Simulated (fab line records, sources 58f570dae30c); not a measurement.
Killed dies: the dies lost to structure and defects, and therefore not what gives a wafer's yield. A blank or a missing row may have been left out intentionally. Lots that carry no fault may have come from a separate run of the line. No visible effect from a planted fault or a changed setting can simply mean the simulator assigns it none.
fab line records	flow berkeley_cmos170	part 1 of 2: steps 1 to 30 of 42
record: lots: 5	wafers: 15	last_day: 12
route steps=331 shown M1@239 V1@254 M2@271
lots untouched by any fault: they come from a run of this same line in which no faults occurred
start_h: hours from the record's first day to the start of the lot's first wafer shown	wait_h: hours since the lot's step before	" repeats the value in the row above	L1.1+2: one row covering several wafers at once	- no value, or no start given	* or withheld: withheld	< > ~ a bound
route shown NAME@n: NAME is a module with steps in the file, n the number in the route of the first one	usual: average and standard deviation across the fault-free wafers	same: alike in all rows	chamber/n: place in a boat	sites: per-site readings	_std_site: the standard deviation of these	_edge_site: the outer-site mean with the inner-site mean subtracted	radius_mm: for every site, how far away it sits from the centre of the wafer	mask NAME#n: copy n	behind: tool/chamber where the wafer was last shaped	hold: what put the lot on hold/how long, in hours/how the hold closed	device: the n, p or np transistor that did not switch	end of line: at the end of the route, the tests of the same wafers	step lacking rows: just its recipe	killed: count of dies lost to structure and defects at first sort (not the wafer's yield)	map: a wafer's dies, x killed, . not, _ none there
set.NAME: the setting the step ran with; set.NAME@STEP: the setting that earlier step ran with	model.NAME: the simulator's own value behind a step, which no gauge read
certain route steps with their lots: each step a table, each wafer a row
services: the hour from which a tool's chamber was out of use, counted from the record's first day as start_h (under 0 if before that day), plus the number of hours and why
== steps ==
step: UCB170_M1_RS_MEAS_01
recipe: thk_meas_gauge: four-point-probe	reads: Al_of_M1_SPUTTER_00
usual: M1_AL_RS: 0.0506/0.0006
lot.wafer	tool	chamber	start_h	wait_h	M1_AL_RS[ohm/sq]
L074.1	film_metro-01	-	150.38	0.0	0.0523
L074.4	"	-	"	"	0.0524
L074.5	"	-	"	"	0.0516
L084.1	film_metro-04	-	202.77	0.0	0.0499
L084.5	"	-	"	"	0.0495
L084.6	"	-	"	"	0.0494
L092.1	film_metro-03	-	239.71	0.0	0.0494
L092.5	"	-	"	"	0.0493
L092.6	"	-	"	"	0.0492
L095.1	film_metro-01	-	259.39	0.0	0.0503
L095.2	"	-	"	"	0.0511
L095.3	"	-	"	"	0.0505
L093.1	film_metro-01	-	261.81	0.0	0.0509
L093.3	"	-	"	"	0.0503
L093.6	"	-	"	"	0.0502
step: UCB170_M1_THK_MEAS_02
recipe: thk_meas_gauge: xrf	reads: Al_of_M1_SPUTTER_00
usual: M1_AL_THK: 566/7.2
lot.wafer	tool	chamber	start_h	wait_h	M1_AL_THK[nm]
L074.1	film_metro-01	-	150.50	0.1	544
L074.4	"	-	"	"	545
L074.5	"	-	"	"	555
L084.1	film_metro-04	-	202.89	0.1	574
L084.5	"	-	"	"	584
L084.6	"	-	"	"	584
L092.1	film_metro-03	-	239.83	0.1	579
L092.5	"	-	"	"	580
L092.6	"	-	"	"	580
L095.1	film_metro-01	-	259.51	0.1	567
L095.2	"	-	"	"	561
L095.3	"	-	"	"	568
L093.1	film_metro-01	-	261.93	0.1	564
L093.3	"	-	"	"	567
L093.6	"	-	"	"	568
step: UCB170_M1_COAT_03
recipe: resist: BARC	temp_c: withheld	time_s: withheld	spin_rpm: 3000	resist_thk_nm: withheld
lot.wafer	tool	chamber	start_h	wait_h
L074.1+4+5	litho_track-01	0	150.56	0.1
L084.1+5+6	litho_track-04	0	202.95	0.1
L092.1+5+6	litho_track-01	0	239.89	0.1
L095.1+2+3	litho_track-04	0	260.02	0.5
L093.1+3+6	litho_track-04	0	261.99	0.1
step: UCB170_M1_COAT_04
recipe: resist: KrF	spin_rpm: 1500	resist_thk_nm: 900
lot.wafer	tool	chamber	start_h	wait_h
L074.1+4+5	litho_track-01	0	-	-
L084.1+5+6	litho_track-04	0	-	-
L092.1+5+6	litho_track-01	0	-	-
L095.1+2+3	litho_track-04	0	-	-
L093.1+3+6	litho_track-04	0	-	-
step: UCB170_M1_SOFTBAKE_05
recipe: resist: KrF	temp_c: 130	time_s: 60
lot.wafer	tool	chamber	start_h	wait_h
L074.1+4+5	litho_track-01	0	-	-
L084.1+5+6	litho_track-04	0	-	-
L092.1+5+6	litho_track-01	0	-	-
L095.1+2+3	litho_track-04	0	-	-
L093.1+3+6	litho_track-04	0	-	-
step: UCB170_M1_EXPOSE_06
recipe: mask_id: METAL1	target_cd_nm: 700	na: 0.5	sigma_outer: 0.6	source_shape: conventional	dose_mj: 21
same: sigma_outer: 0.6
lot.wafer	tool	chamber	start_h	wait_h	mask
L074.1+4+5	krf_scanner-01	0	151.14	-	METAL1#0
L084.1+5+6	krf_scanner-02	0	203.53	-	METAL1#0
L092.1+5+6	krf_scanner-02	0	240.34	-	METAL1#0
L095.1+2+3	krf_scanner-01	0	260.59	-	METAL1#0
L093.1+3+6	krf_scanner-02	0	262.57	-	METAL1#0
step: UCB170_M1_PEB_07
recipe: peb_temp_c: 130	peb_time_s: withheld	resist: KrF
lot.wafer	tool	chamber	start_h	wait_h
L074.1+4+5	litho_track-04	0	151.57	0.4
L084.1+5+6	litho_track-04	0	203.64	0.1
L092.1+5+6	litho_track-04	0	240.51	0.2
L095.1+2+3	litho_track-04	0	260.71	0.1
L093.1+3+6	litho_track-04	0	262.68	0.1
step: UCB170_M1_DEVELOP_08
recipe: developer: TMAH	develop_time_s: 45	resist: KrF	dev_temp_c: 21
lot.wafer	tool	chamber	start_h	wait_h
L074.1+4+5	litho_track-04	0	-	-
L084.1+5+6	litho_track-04	0	-	-
L092.1+5+6	litho_track-04	0	-	-
L095.1+2+3	litho_track-04	0	-	-
L093.1+3+6	litho_track-04	0	-	-
step: UCB170_M1_CD_MEAS_09
recipe: target_cd_nm: 700
usual: cd_nm: 700.1/1.2
lot.wafer	tool	chamber	start_h	wait_h	cd_nm
L074.1	cd_sem-01	-	151.84	-	699.6
L074.4	"	-	"	"	699.3
L074.5	"	-	"	"	699.9
L084.1	cd_sem-02	-	203.92	-	698.3
L084.5	"	-	"	"	699.8
L084.6	"	-	"	"	699.8
L092.1	cd_sem-02	-	240.79	-	701.7
L092.5	"	-	"	"	702.0
L092.6	"	-	"	"	702.4
L095.1	cd_sem-02	-	260.98	-	700.1
L095.2	"	-	"	"	699.2
L095.3	"	-	"	"	698.9
L093.1	cd_sem-02	-	262.96	-	699.3
L093.3	"	-	"	"	700.3
L093.6	"	-	"	"	700.4
step: UCB170_M1_OVL_MEAS_10
usual: M1_OVL: -2/5.3
lot.wafer	tool	chamber	start_h	wait_h	M1_OVL[nm]
L074.1	overlay-02	-	151.96	0.1	-3
L074.4	"	-	"	"	-2
L074.5	"	-	"	"	-3
L084.1	overlay-02	-	204.04	0.1	-13
L084.5	"	-	"	"	-9
L084.6	"	-	"	"	-11
L092.1	overlay-02	-	240.91	0.1	-5
L092.5	"	-	"	"	-4
L092.6	"	-	"	"	-4
L095.1	overlay-01	-	261.10	0.1	-5
L095.2	"	-	"	"	-1
L095.3	"	-	"	"	-5
L093.1	overlay-01	-	263.08	0.1	12
L093.3	"	-	"	"	9
L093.6	"	-	"	"	12
step: UCB170_M1_ETCH_11
recipe: chemistry: N2/H2	target_depth_a: withheld	overetch_a: withheld	target: BARC	time_s: withheld	source_w: 500	bias_w: 100	pressure_mtorr: 30	n2_flow_sccm: 100	h2_flow_sccm: 200
usual: drypump_motor_current_A: 5.8/0.32	oes_product_au: 1.007/0.019	throttle_valve_pct: 13.30/0.22
lot.wafer	tool	chamber	start_h	wait_h	drypump_motor_current_A	oes_product_au	throttle_valve_pct
L074.1	rie_diel-02	3	152.00	0.0	6.0	1.033	13.42
L074.4	"	1	"	"	6.1	1.009	13.43
L074.5	"	0	"	"	5.8	0.991	13.10
L084.1	rie_diel-03	0	204.07	0.0	5.8	1.000	13.74
L084.5	"	3	"	"	5.3	1.026	13.13
L084.6	"	0	"	"	5.9	0.987	13.72
L092.1	rie_diel-02	2	240.94	0.0	5.2	0.986	13.01
L092.5	"	1	"	"	6.2	1.004	13.45
L092.6	"	0	"	"	5.9	0.992	13.09
L095.1	rie_diel-03	2	261.14	0.0	5.5	1.006	13.07
L095.2	"	1	"	"	6.4	1.017	13.59
L095.3	"	3	"	"	5.3	1.022	13.13
L093.1	rie_diel-01	3	263.11	0.0	5.6	1.020	13.16
L093.3	"	2	"	"	5.7	0.973	13.27
L093.6	"	2	"	"	5.7	0.986	13.28
step: UCB170_M1_METAL_ETCH_12
recipe: chemistry: Cl2/BCl3	target: Al	stop_on: PSG	pressure_mtorr: 12	target_depth_a: 7800	over_etch_frac: 0.3	time_s: 130	icp_w: 600	bias_w: 120	Cl2_flow_sccm: 90	bcl3_flow_sccm: 45
usual: drypump_motor_current_A: 5.7/0.48	oes_product_au: 0.839/0.015	throttle_valve_pct: 24.4/0.33
lot.wafer	tool	chamber	start_h	wait_h	drypump_motor_current_A	oes_product_au	rf_hours_counter_h	throttle_valve_pct
L074.1	rie_metal-01	0	152.04	-	6.2	0.839	10	24.8
L074.4	"	1	"	"	5.0	0.797	-	24.0
L074.5	"	1	"	"	5.0	0.802	-	24.0
L084.1	rie_metal-03	0	204.12	-	6.0	0.854	11	24.0
L084.5	"	1	"	"	5.3	0.859	-	24.9
L084.6	"	0	"	"	6.0	0.853	-	24.0
L092.1	rie_metal-01	0	240.98	-	6.2	0.854	12	24.8
L092.5	"	1	"	"	5.0	0.814	-	23.9
L092.6	"	0	"	"	6.2	0.863	-	24.7
L095.1	rie_metal-02	1	261.18	-	6.3	0.840	1	24.3
L095.2	"	0	"	"	5.4	0.830	10	24.4
L095.3	"	0	"	"	5.4	0.832	-	24.4
L093.1	rie_metal-03	0	263.16	-	6.1	0.838	13	24.0
L093.3	"	1	"	"	5.2	0.838	-	24.9
L093.6	"	1	"	"	5.2	0.859	-	24.9
step: UCB170_M1_STRIP_13
recipe: chemistry: O2	power_w: 400	pressure_mtorr: 3500	platen_temp_c: withheld	o2_flow_sccm: 400	overash_fraction: 0.5
usual: drypump_motor_current_A: 5.9/0.34	oes_product_au: 0.720/0.005
lot.wafer	tool	chamber	start_h	wait_h	drypump_motor_current_A	oes_product_au	rf_hours_counter_h
L074.1	plasma_asher-04	0	152.18	0.1	6.6	0.721	45
L074.4	"	1	"	"	5.5	0.716	-
L074.5	"	0	"	"	6.6	0.713	-
L084.1	plasma_asher-02	1	204.25	0.1	5.6	0.718	9
L084.5	"	1	"	"	5.6	0.725	-
L084.6	"	0	"	"	5.9	0.728	-
L092.1	plasma_asher-02	0	241.12	0.1	5.9	0.723	13
L092.5	"	1	"	"	5.6	0.722	-
L092.6	"	0	"	"	5.9	0.721	-
L095.1	plasma_asher-03	0	261.32	0.1	6.1	0.722	48
L095.2	"	1	"	"	6.1	0.725	48
L095.3	"	1	"	"	6.1	0.726	-
L093.1	plasma_asher-04	0	263.29	0.1	6.5	0.721	57
L093.3	"	0	"	"	6.6	0.719	-
L093.6	"	0	"	"	6.6	0.728	-
step: UCB170_M1_CD_MEAS_90
recipe: target_cd_nm: 700
usual: cd_nm: 700.2/2.1
lot.wafer	tool	chamber	start_h	wait_h	cd_nm
L074.1	cd_sem-02	-	152.28	0.1	699.2
L074.4	"	-	"	"	698.3
L074.5	"	-	"	"	697.1
L084.1	cd_sem-02	-	204.35	0.1	700.4
L084.5	"	-	"	"	699.9
L084.6	"	-	"	"	701.7
L092.1	cd_sem-01	-	241.22	0.1	704.2
L092.5	"	-	"	"	703.1
L092.6	"	-	"	"	705.0
L095.1	cd_sem-02	-	261.42	0.1	700.6
L095.2	"	-	"	"	699.4
L095.3	"	-	"	"	697.5
L093.1	cd_sem-01	-	263.39	0.1	700.5
L093.3	"	-	"	"	702.7
L093.6	"	-	"	"	702.3
step: UCB170_M1_ANNEAL_14
recipe: temp_c: 400	time_s: 1200	ambient: forming_gas
usual: spike_tc_load_C: 416.9/2
lot.wafer	tool	chamber	start_h	wait_h	spike_tc_load_C
L074.1	-	-	154.11	1.8	420.0
L074.4	"	-	"	"	420.3
L074.5	"	-	"	"	422.0
L084.1	-	-	204.83	0.5	417.1
L084.5	"	-	"	"	418.4
L084.6	"	-	"	"	417.6
L092.1	-	-	241.41	0.2	419.3
L092.5	"	-	"	"	417.3
L092.6	"	-	"	"	416.4
L093.1	-	-	268.25	4.8	420.0
L093.3	"	-	"	"	417.0
L093.6	"	-	"	"	416.4
L095.1	-	-	268.25	6.8	416.9
L095.2	"	-	"	"	417.1
L095.3	"	-	"	"	415.5
step: UCB170_V1_CVD_00
recipe: material: SiO2	target_thk_nm: 2000	temp_c: 390	precursor: TEOS/O2	time_s: 250	rf_w: 550	pressure_mtorr: 9000
usual: heater_power_w: 249/62
lot.wafer	tool	chamber	start_h	wait_h	heater_power_w
L074.1	pecvd-02	0	155.44	0.0	296
L074.4	"	0	"	"	214
L074.5	"	0	"	"	296
L084.1	pecvd-02	2	206.17	0.0	190
L084.5	"	1	"	"	254
L084.6	"	0	"	"	216
L092.1	pecvd-02	1	242.90	0.2	314
L092.5	"	1	"	"	259
L092.6	"	2	"	"	135
L093.1	pecvd-03	1	269.58	0.0	285
L093.3	"	2	"	"	205
L093.6	"	0	"	"	284
L095.1	pecvd-02	1	269.58	0.0	326
L095.2	"	2	"	"	154
L095.3	"	0	"	"	290
step: UCB170_V1_THK_MEAS_01
recipe: reads: SiO2_of_V1_CVD_00
usual: V1_TEOS_THK: 2003/25
lot.wafer	tool	chamber	start_h	wait_h	V1_TEOS_THK[nm]
L074.1	film_metro-01	-	155.68	0.2	1942
L074.4	"	-	"	"	1981
L074.5	"	-	"	"	1961
L084.1	film_metro-01	-	206.32	0.1	2001
L084.5	"	-	"	"	2014
L084.6	"	-	"	"	1968
L092.1	film_metro-03	-	243.06	0.1	1997
L092.5	"	-	"	"	2013
L092.6	"	-	"	"	2029
L093.1	film_metro-01	-	269.74	0.1	1976
L093.3	"	-	"	"	1987
L093.6	"	-	"	"	2024
L095.1	film_metro-03	-	269.74	0.1	1998
L095.2	"	-	"	"	2007
L095.3	"	-	"	"	1968
step: UCB170_V1_CMP_02
recipe: material: SiO2	down_force_psi: 6	platen_rpm: 60	pad_velocity_m_s: 0.75398
usual: motor_current_A: 15.9/1.2	platen_rpm: 60.00/0.046
lot.wafer	tool	chamber	start_h	wait_h	motor_current_A	platen_rpm
L074.1	cmp-02	3	155.96	0.3	17.0	59.98
L074.4	"	1	"	"	18.9	60.03
L074.5	"	3	"	"	16.4	59.97
L084.1	cmp-01	0	206.43	0.1	14.7	59.98
L084.6	"	3	"	"	16.2	59.97
L084.5	"	0	"	"	15.0	59.93
L092.1	cmp-01	3	243.31	0.2	15.0	60.03
L092.5	"	2	"	"	15.0	60.04
L092.6	"	3	"	"	15.4	59.96
L095.2	cmp-01	2	269.85	0.1	15.0	60.09
L095.3	"	3	"	"	14.9	59.95
L095.1	"	0	"	"	14.4	59.96
L093.3	cmp-01	0	270.10	0.3	14.6	59.99
L093.1	"	2	"	"	15.4	60.01
L093.6	"	1	"	"	16.2	60.02
step: UCB170_V1_BOW_MEAS_03
recipe: mode: bow
usual: V1_BOW: 18/6.8
lot.wafer	tool	chamber	start_h	wait_h	V1_BOW[um]
L074.1	film_metro-01	-	156.26	0.2	12
L074.4	"	-	"	"	11
L074.5	"	-	"	"	20
L084.1	film_metro-02	-	206.68	0.2	18
L084.5	"	-	"	"	13
L084.6	"	-	"	"	11
L092.1	film_metro-03	-	243.56	0.2	14
L092.5	"	-	"	"	21
L092.6	"	-	"	"	10
L095.1	film_metro-03	-	270.10	0.1	19
L095.2	"	-	"	"	22
L095.3	"	-	"	"	26
L093.1	film_metro-02	-	270.40	0.1	9
L093.3	"	-	"	"	17
L093.6	"	-	"	"	11
step: UCB170_V1_THK_MEAS_04
recipe: reads: SiO2_of_V1_CVD_00
usual: V1_POLISHED_THK: 999.9/1.3
lot.wafer	tool	chamber	start_h	wait_h	V1_POLISHED_THK[nm]
L074.1	film_metro-01	-	156.38	0.1	1000.0
L074.4	"	-	"	"	1000.7
L074.5	"	-	"	"	998.8
L084.1	film_metro-02	-	206.80	0.1	1000.5
L084.5	"	-	"	"	999.4
L084.6	"	-	"	"	998.8
L092.1	film_metro-03	-	243.68	0.1	998.3
L092.5	"	-	"	"	998.5
L092.6	"	-	"	"	999.3
L095.1	film_metro-03	-	270.22	0.1	999.1
L095.2	"	-	"	"	998.8
L095.3	"	-	"	"	998.2
L093.1	film_metro-02	-	270.52	0.1	997.5
L093.3	"	-	"	"	1000.2
L093.6	"	-	"	"	999.5
step: UCB170_V1_CLEAN_05
recipe: chemistry: DIW
lot.wafer	tool	chamber	start_h	wait_h
L074.1+4+5	wet_bench-01	0	156.44	0.1
L084.1+5+6	wet_bench-03	1	207.74	0.9
L092.1+5+6	wet_bench-01	3	244.15	0.5
L095.1+2+3	wet_bench-01	1	270.28	0.1
L093.1+3+6	wet_bench-04	3	270.58	0.1
step: UCB170_V1_HMDS_06
recipe: prime_time_s: 60	prime_temp_c: 100
lot.wafer	tool	chamber	start_h	wait_h
L074.1+4+5	litho_track-03	0	156.88	0.3
L084.1+5+6	litho_track-04	0	208.04	0.1
L092.1+5+6	litho_track-03	0	244.84	0.5
L095.1+2+3	litho_track-02	0	270.45	0.0
L093.1+3+6	litho_track-02	0	270.90	0.1
step: UCB170_V1_COAT_07
recipe: resist: KrF	spin_rpm: 1500	resist_thk_nm: 900
lot.wafer	tool	chamber	start_h	wait_h
L074.1+4+5	litho_track-03	0	157.03	0.1
L084.1+5+6	litho_track-04	0	208.19	0.1
L092.1+5+6	litho_track-03	0	244.99	0.1
L095.1+2+3	litho_track-02	0	270.60	0.1
L093.1+3+6	litho_track-02	0	271.05	0.1
step: UCB170_V1_SOFTBAKE_08
recipe: resist: KrF	temp_c: 130	time_s: 60
lot.wafer	tool	chamber	start_h	wait_h
L074.1+4+5	litho_track-03	0	157.18	0.1
L084.1+5+6	litho_track-04	0	208.34	0.1
L092.1+5+6	litho_track-03	0	245.14	0.1
L095.1+2+3	litho_track-02	0	270.75	0.1
L093.1+3+6	litho_track-02	0	271.20	0.1
step: UCB170_V1_EXPOSE_09
recipe: mask_id: VIA1	target_cd_nm: 700	na: 0.5	sigma_outer: 0.6	source_shape: conventional	dose_mj: 37
same: sigma_outer: 0.6
lot.wafer	tool	chamber	start_h	wait_h	mask
L074.1+4+5	krf_scanner-01	0	157.60	0.4	VIA1#0
L084.1+5+6	krf_scanner-02	0	208.61	0.2	VIA1#0
L092.1+5+6	krf_scanner-01	0	245.39	0.2	VIA1#0
L095.1+2+3	krf_scanner-01	0	271.03	0.3	VIA1#0
L093.1+3+6	krf_scanner-02	0	271.51	0.3	VIA1#0
step: UCB170_V1_PEB_10
recipe: peb_temp_c: 130	peb_time_s: withheld	resist: KrF
lot.wafer	tool	chamber	start_h	wait_h
L074.1+4+5	litho_track-03	0	157.72	0.1
L084.1+5+6	litho_track-03	0	209.08	0.4
L092.1+5+6	litho_track-03	0	246.12	0.7
L095.1+2+3	litho_track-02	0	271.35	0.3
L093.1+3+6	litho_track-04	0	271.67	0.1
step: UCB170_V1_DEVELOP_11
recipe: developer: TMAH	develop_time_s: 46.45	resist: KrF	dev_temp_c: 21
lot.wafer	tool	chamber	start_h	wait_h
L074.1+4+5	litho_track-03	0	-	-
L084.1+5+6	litho_track-03	0	-	-
L092.1+5+6	litho_track-03	0	-	-
L095.1+2+3	litho_track-02	0	-	-
L093.1+3+6	litho_track-04	0	-	-
step: UCB170_V1_CD_MEAS_12
recipe: target_cd_nm: 700
usual: cd_nm: 700.1/1.4
lot.wafer	tool	chamber	start_h	wait_h	cd_nm
L074.1	cd_sem-01	-	157.99	-	701.8
L074.4	"	-	"	"	702.9
L074.5	"	-	"	"	702.5
L084.1	cd_sem-02	-	209.36	-	699.2
L084.5	"	-	"	"	701.0
L084.6	"	-	"	"	701.1
L092.1	cd_sem-02	-	246.39	-	697.9
L092.5	"	-	"	"	699.1
L092.6	"	-	"	"	698.0
L095.1	cd_sem-01	-	271.63	-	698.3
L095.2	"	-	"	"	698.8
L095.3	"	-	"	"	698.1
L093.1	cd_sem-02	-	271.95	-	699.9
L093.3	"	-	"	"	699.8
L093.6	"	-	"	"	701.1
step: UCB170_V1_OVL_MEAS_13
usual: V1_OVL: 1/5.3
lot.wafer	tool	chamber	start_h	wait_h	V1_OVL[nm]
L074.1	overlay-02	-	158.11	0.1	-5
L074.4	"	-	"	"	-8
L074.5	"	-	"	"	-1
L084.1	overlay-02	-	209.48	0.1	-5
L084.5	"	-	"	"	-8
L084.6	"	-	"	"	1
L092.1	overlay-02	-	246.51	0.1	7
L092.5	"	-	"	"	7
L092.6	"	-	"	"	3
L095.1	overlay-01	-	271.75	0.1	4
L095.2	"	-	"	"	11
L095.3	"	-	"	"	-2
L093.1	overlay-02	-	272.07	0.1	1
L093.3	"	-	"	"	-5
L093.6	"	-	"	"	-2
step: UCB170_V1_ETCH_14
recipe: chemistry: CHF3/CF4/Ar	target: SiO2	stop_on: Al	CHF3_flow_sccm: 45	cf4_flow_sccm: 15	Ar_flow_sccm: 150	pressure_mtorr: 200	rf_w: 700	target_depth_a: 12500	over_etch_frac: 0.25	time_s: 291
usual: drypump_motor_current_A: 5.8/0.36	mfc_ar_sccm: 150.0/0.48	oes_product_au: 0.880/0.012	throttle_valve_pct: 6.96/0.14
lot.wafer	tool	chamber	start_h	wait_h	drypump_motor_current_A	mfc_ar_sccm	oes_product_au	rf_hours_counter_h	throttle_valve_pct
L074.1	rie_diel-04	1	158.15	0.0	6.0	150.3	0.888	97	6.91
L074.4	"	2	"	"	6.3	149.8	0.876	40	6.95
L074.5	"	2	"	"	6.4	149.9	0.879	-	6.95
L084.1	rie_diel-02	3	209.51	0.0	6.0	149.6	0.889	5	7.00
L084.5	"	1	"	"	6.2	150.3	0.885	-	6.95
L084.6	"	3	"	"	6.0	149.6	0.890	-	7.02
L092.1	rie_diel-03	2	246.55	0.0	5.5	150.1	0.872	12	6.83
L092.5	"	0	"	"	5.8	149.8	0.857	-	7.19
L092.6	"	1	"	"	6.3	150.0	0.887	-	7.12
L095.1	rie_diel-03	3	271.78	0.0	5.3	149.7	0.889	20	6.88
L095.2	"	0	"	"	5.8	150.2	0.862	8	7.18
L095.3	"	2	"	"	5.5	150.3	0.871	13	6.84
L093.1	rie_diel-03	3	272.11	0.0	5.3	150.2	0.899	20	6.89
L093.3	"	1	"	"	6.4	151.3	0.890	60	7.13
L093.6	"	2	"	"	5.5	150.2	0.872	-	6.83
